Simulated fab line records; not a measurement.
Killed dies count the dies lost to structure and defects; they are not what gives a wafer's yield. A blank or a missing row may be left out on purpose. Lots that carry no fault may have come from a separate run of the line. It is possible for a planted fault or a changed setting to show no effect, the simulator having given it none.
fab line records	flow rit_cmos
record: lots: 5	wafers: 23
route steps=202 shown SILICIDE@162 CONTACT@171 M1@184
start_h: start of the lot's first displayed wafer, in hours after the record's first day	wait_h: time in hours since the lot's previous step	" unchanged from the row above	L1.1+2: a single row standing in for several wafers	- value missing, or start not given	* or withheld: withheld	< > ~ a bound
route shown NAME@n: NAME is a module with steps in the file, n the number in the route of the first one	usual: average and standard deviation across the fault-free wafers	same: alike in all rows	chamber/n: place in a boat	sites: the reading at each site	_std_site: standard deviation of those values	_edge_site: inner sites' mean taken away from outer sites' mean	radius_mm: how far each site lies from the wafer's centre	mask NAME#n: copy n	behind: tool/chamber where the wafer was last shaped	hold: cause of the lot's hold/its duration in hours/its outcome	device: names the non-switching transistor (n, p or np)	end of line: tests run on the same wafers once the route is complete	step lacking rows: just its recipe	killed: dies that structure and defects cost at the first sort, which is not the same as the wafer's yield	map: the dies of a wafer, with x for killed, . for not killed, _ for no die there
set.NAME: setting as actually run; set.NAME@STEP: the setting as run at that earlier step	model.NAME: the simulator's own value behind a step, which no gauge read
one table per step and one row per wafer, for lots whose settings were changed on purpose
== steps ==
step: RIT_SILICIDE_SPUTTER_01
recipe: material: Ti	target_thk_nm: 30	power_w: 350	chamber_pressure_pa: 0.667	gas: Ar	time_s: 240	substrate_temp_c: 25
lot.wafer	tool	chamber	start_h	wait_h	set.power_w	model.Ti_of_SILICIDE_SPUTTER_01.thk_nm
L078.1	pvd_sputter-04	-	76.66	0.0	350	29.84
L078.3	"	-	"	"	350	30.04
L078.4	"	-	"	"	350	30.05
L078.5	"	-	"	"	350	29.74
L078.6	"	-	"	"	350	30.11
L079.1	pvd_sputter-01	-	81.53	0.0	350	29.31
L079.2	"	-	"	"	350	29.15
L079.3	"	-	"	"	350	29.27
L079.5	"	-	"	"	350	29.41
L079.6	"	-	"	"	350	29.05
L080.1	pvd_sputter-04	-	86.16	0.0	350	30.2
L080.2	"	-	"	"	350	29.99
L080.3	"	-	"	"	313.9	27
L080.5	"	-	"	"	350	29.85
L080.6	"	-	"	"	313.9	27.04
L081.1	pvd_sputter-01	-	89.85	0.0	327.7	27.41
L081.3	"	-	"	"	350	29.86
L081.4	"	-	"	"	327.7	27.96
L081.5	"	-	"	"	350	29.68
L081.6	"	-	"	"	327.7	27.68
L084.1	pvd_sputter-04	-	103.95	0.0	350	30.48
L084.2	"	-	"	"	350	30.87
L084.3	"	-	"	"	350	30.34
step: RIT_SILICIDE_RS_MEAS_02
recipe: thk_meas_gauge: four-point-probe	reads: Ti_of_SILICIDE_SPUTTER_01
usual: SILICIDE_TI_RS: 47.9/0.87
lot.wafer	tool	chamber	start_h	wait_h	set.power_w@SILICIDE_SPUTTER_01	SILICIDE_TI_RS[ohm/sq]
L078.1	film_metro-03	-	76.81	0.1	350	48.2
L078.3	"	-	"	"	350	47.7
L078.4	"	-	"	"	350	47.7
L078.5	"	-	"	"	350	48.3
L078.6	"	-	"	"	350	47.7
L079.1	film_metro-04	-	81.68	0.1	350	49.4
L079.2	"	-	"	"	350	49.6
L079.3	"	-	"	"	350	49.4
L079.5	"	-	"	"	350	49.0
L079.6	"	-	"	"	350	49.9
L080.1	film_metro-04	-	86.31	0.1	350	47.5
L080.2	"	-	"	"	350	48.0
L080.3	"	-	"	"	313.9	54.8
L080.5	"	-	"	"	350	48.2
L080.6	"	-	"	"	313.9	54.7
L081.1	film_metro-03	-	90.00	0.1	327.7	53.6
L081.3	"	-	"	"	350	48.1
L081.4	"	-	"	"	327.7	52.3
L081.5	"	-	"	"	350	48.6
L081.6	"	-	"	"	327.7	52.9
L084.1	film_metro-04	-	104.10	0.1	350	47.1
L084.2	"	-	"	"	350	46.2
L084.3	"	-	"	"	350	47.2
step: RIT_SILICIDE_THK_MEAS_03
recipe: thk_meas_gauge: xrf	reads: Ti_of_SILICIDE_SPUTTER_01
usual: SILICIDE_TI_THK: 30.2/0.45
lot.wafer	tool	chamber	start_h	wait_h	set.power_w@SILICIDE_SPUTTER_01	SILICIDE_TI_THK[nm]
L078.1	film_metro-03	-	76.93	0.1	350	30.0
L078.3	"	-	"	"	350	30.2
L078.4	"	-	"	"	350	30.2
L078.5	"	-	"	"	350	29.7
L078.6	"	-	"	"	350	30.2
L079.1	film_metro-04	-	81.80	0.1	350	29.5
L079.2	"	-	"	"	350	29.3
L079.3	"	-	"	"	350	29.4
L079.5	"	-	"	"	350	29.7
L079.6	"	-	"	"	350	29.2
L080.1	film_metro-04	-	86.43	0.1	350	30.3
L080.2	"	-	"	"	350	30.3
L080.3	"	-	"	"	313.9	27.1
L080.5	"	-	"	"	350	30.1
L080.6	"	-	"	"	313.9	27.2
L081.1	film_metro-03	-	90.12	0.1	327.7	27.4
L081.3	"	-	"	"	350	30.0
L081.4	"	-	"	"	327.7	28.0
L081.5	"	-	"	"	350	29.8
L081.6	"	-	"	"	327.7	27.9
L084.1	film_metro-04	-	104.22	0.1	350	30.8
L084.2	"	-	"	"	350	31.1
L084.3	"	-	"	"	350	30.6
step: RIT_CONTACT_COAT_03
recipe: resist: NOVOLAK	spin_rpm: 3250	resist_thk_nm: 1000
lot.wafer	tool	chamber	start_h	wait_h	set.resist_thk_nm	model.NOVOLAK_of_CONTACT_COAT_03.thk_nm
L078.1	litho_track-04	0	77.42	0.1	1048	1052
L078.3+5+6	"	0	"	"	1000	1002
L078.4	"	0	"	"	1048	1047
L079.1	litho_track-03	0	82.31	0.1	1000	999.3
L079.2	"	0	"	"	974.1	969.1
L079.3	"	0	"	"	1000	997.4
L079.5	"	0	"	"	974.1	974.8
L079.6	"	0	"	"	974.1	971.6
L080.1	litho_track-02	0	86.93	0.1	1000	1000
L080.2	"	0	"	"	1000	1003
L080.3+5+6	"	0	"	"	1000	1005
L081.1	litho_track-04	0	90.62	0.1	1037	1037
L081.3	"	0	"	"	1000	1003
L081.4	"	0	"	"	1000	1002
L081.5	"	0	"	"	1037	1039
L081.6	"	0	"	"	1037	1038
L084.1	litho_track-02	0	104.73	0.1	1000	1005
L084.2	"	0	"	"	1000	1002
L084.3	"	0	"	"	1000	1003
step: RIT_M1_SPUTTER_00
recipe: material: Al	target_thk_nm: 400	power_w: 2000	chamber_pressure_pa: 0.4	gas: Ar	time_s: 500	substrate_temp_c: 25
lot.wafer	tool	chamber	start_h	wait_h	set.time_s	model.Al_of_M1_SPUTTER_00.thk_nm
L078.1	pvd_sputter-03	-	79.51	0.0	440.6	345.3
L078.3	"	-	"	"	500	402.2
L078.4	"	-	"	"	500	395.5
L078.5	"	-	"	"	500	393.9
L078.6	"	-	"	"	440.6	347.1
L079.1	pvd_sputter-02	-	84.27	0.0	466.9	377.9
L079.2	"	-	"	"	466.9	373.7
L079.3	"	-	"	"	500	400.7
L079.5	"	-	"	"	500	406.7
L079.6	"	-	"	"	466.9	377
L080.1	pvd_sputter-03	-	88.89	0.0	456	368.3
L080.2	"	-	"	"	500	407.3
L080.3	"	-	"	"	456	363.9
L080.5	"	-	"	"	456	374.2
L080.6	"	-	"	"	500	403.2
L081.1	pvd_sputter-02	-	92.58	0.0	432.8	346.3
L081.3	"	-	"	"	500	403.7
L081.4	"	-	"	"	500	405.2
L081.5	"	-	"	"	432.8	345.1
L081.6	"	-	"	"	500	405.1
L084.1	pvd_sputter-03	-	106.88	0.0	500	403.9
L084.2	"	-	"	"	500	410.3
L084.3	"	-	"	"	500	403.8
step: RIT_M1_RS_MEAS_01
recipe: thk_meas_gauge: four-point-probe	reads: Al_of_M1_SPUTTER_00
usual: M1_AL_RS: 0.0732/0.00092
lot.wafer	tool	chamber	start_h	wait_h	set.time_s@M1_SPUTTER_00	M1_AL_RS[ohm/sq]
L078.1	film_metro-04	-	79.80	0.1	440.6	0.0854
L078.3	"	-	"	"	500	0.0733
L078.4	"	-	"	"	500	0.0743
L078.5	"	-	"	"	500	0.0746
L078.6	"	-	"	"	440.6	0.0850
L079.1	film_metro-04	-	84.56	0.1	466.9	0.0778
L079.2	"	-	"	"	466.9	0.0787
L079.3	"	-	"	"	500	0.0731
L079.5	"	-	"	"	500	0.0723
L079.6	"	-	"	"	466.9	0.0781
L080.1	film_metro-04	-	89.18	0.1	456	0.0799
L080.2	"	-	"	"	500	0.0722
L080.3	"	-	"	"	456	0.0810
L080.5	"	-	"	"	456	0.0787
L080.6	"	-	"	"	500	0.0728
L081.1	film_metro-03	-	92.88	0.1	432.8	0.0851
L081.3	"	-	"	"	500	0.0725
L081.4	"	-	"	"	500	0.0725
L081.5	"	-	"	"	432.8	0.0854
L081.6	"	-	"	"	500	0.0723
L084.1	film_metro-04	-	107.17	0.1	500	0.0728
L084.2	"	-	"	"	500	0.0715
L084.3	"	-	"	"	500	0.0728
step: RIT_M1_THK_MEAS_02
recipe: thk_meas_gauge: xrf	reads: Al_of_M1_SPUTTER_00
usual: M1_AL_THK: 399/5.3
lot.wafer	tool	chamber	start_h	wait_h	set.time_s@M1_SPUTTER_00	M1_AL_THK[nm]
L078.1	film_metro-04	-	79.92	0.1	440.6	341
L078.3	"	-	"	"	500	399
L078.4	"	-	"	"	500	392
L078.5	"	-	"	"	500	391
L078.6	"	-	"	"	440.6	346
L079.1	film_metro-04	-	84.68	0.1	466.9	374
L079.2	"	-	"	"	466.9	371
L079.3	"	-	"	"	500	397
L079.5	"	-	"	"	500	402
L079.6	"	-	"	"	466.9	373
L080.1	film_metro-04	-	89.30	0.1	456	365
L080.2	"	-	"	"	500	403
L080.3	"	-	"	"	456	361
L080.5	"	-	"	"	456	373
L080.6	"	-	"	"	500	398
L081.1	film_metro-03	-	93.00	0.1	432.8	341
L081.3	"	-	"	"	500	399
L081.4	"	-	"	"	500	399
L081.5	"	-	"	"	432.8	341
L081.6	"	-	"	"	500	401
L084.1	film_metro-04	-	107.29	0.1	500	402
L084.2	"	-	"	"	500	408
L084.3	"	-	"	"	500	402
step: RIT_M1_METAL_ETCH_12
recipe: stop_on: SiO2	chemistry: Cl2/BCl3	target: Al	time_s: 165	over_etch_frac: 0.5	pressure_mtorr: 100	target_depth_a: 6000	rf_w: 250	Cl2_flow_sccm: 60	bcl3_flow_sccm: 50
usual: oes_product_au: 0.778/0.014
lot.wafer	tool	chamber	start_h	wait_h	set.pressure_mtorr	set.time_s@M1_SPUTTER_00	oes_product_au
L078.1	rie_metal-04	1	81.27	0.2	88.58	440.6	0.726
L078.3	"	0	"	"	88.58	500	0.788
L078.4	"	1	"	"	88.58	500	0.786
L078.5	"	1	"	"	88.58	500	0.787
L078.6	"	0	"	"	88.58	440.6	0.720
L079.1	rie_metal-01	0	86.03	0.2	89.05	466.9	0.736
L079.2	"	1	"	"	89.05	466.9	0.741
L079.3	"	1	"	"	89.05	500	0.769
L079.5	"	1	"	"	89.05	500	0.775
L079.6	"	0	"	"	89.05	466.9	0.734
L080.1	rie_metal-02	1	90.67	0.2	110.3	456	0.753
L080.2	"	0	"	"	110.3	500	0.777
L080.3	"	0	"	"	110.3	456	0.727
L080.5	"	0	"	"	110.3	456	0.739
L080.6	"	1	"	"	110.3	500	0.793
L081.1	rie_metal-04	1	94.47	0.2	100	432.8	0.717
L081.3	"	0	"	"	100	500	0.786
L081.4	"	1	"	"	100	500	0.795
L081.5	"	1	"	"	100	432.8	0.717
L081.6	"	0	"	"	100	500	0.790
L084.1	rie_metal-04	0	108.76	0.2	100	500	0.792
L084.2	"	1	"	"	100	500	0.795
L084.3	"	1	"	"	100	500	0.790
== key ==
split: step: RIT_SILICIDE_SPUTTER_01	setting: power_w	stated: 350	by: wafer
response: step: RIT_SILICIDE_SPUTTER_01	reading: model.Ti_of_SILICIDE_SPUTTER_01.thk_nm	change: +0.3	per: 1%	r: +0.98
response: step: RIT_SILICIDE_RS_MEAS_02	reading: SILICIDE_TI_RS	change: -0.677	per: 1%	r: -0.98
response: step: RIT_SILICIDE_THK_MEAS_03	reading: SILICIDE_TI_THK	change: +0.307	per: 1%	r: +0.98
split: step: RIT_CONTACT_COAT_03	setting: resist_thk_nm	stated: 1000	by: wafer
response: step: RIT_CONTACT_COAT_03	reading: model.NOVOLAK_of_CONTACT_COAT_03.thk_nm	change: +9.94	per: 1%	r: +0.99
split: step: RIT_M1_SPUTTER_00	setting: time_s	stated: 500	by: wafer
response: step: RIT_M1_SPUTTER_00	reading: model.Al_of_M1_SPUTTER_00.thk_nm	change: +4.29	per: 1%	r: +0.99
response: step: RIT_M1_RS_MEAS_01	reading: M1_AL_RS	change: -0.000916	per: 1%	r: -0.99
response: step: RIT_M1_THK_MEAS_02	reading: M1_AL_THK	change: +4.2	per: 1%	r: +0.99
response: step: RIT_M1_METAL_ETCH_12	reading: oes_product_au	change: +0.00538	per: 1%	r: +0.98
split: step: RIT_M1_METAL_ETCH_12	setting: pressure_mtorr	stated: 100	by: lot
response none clear
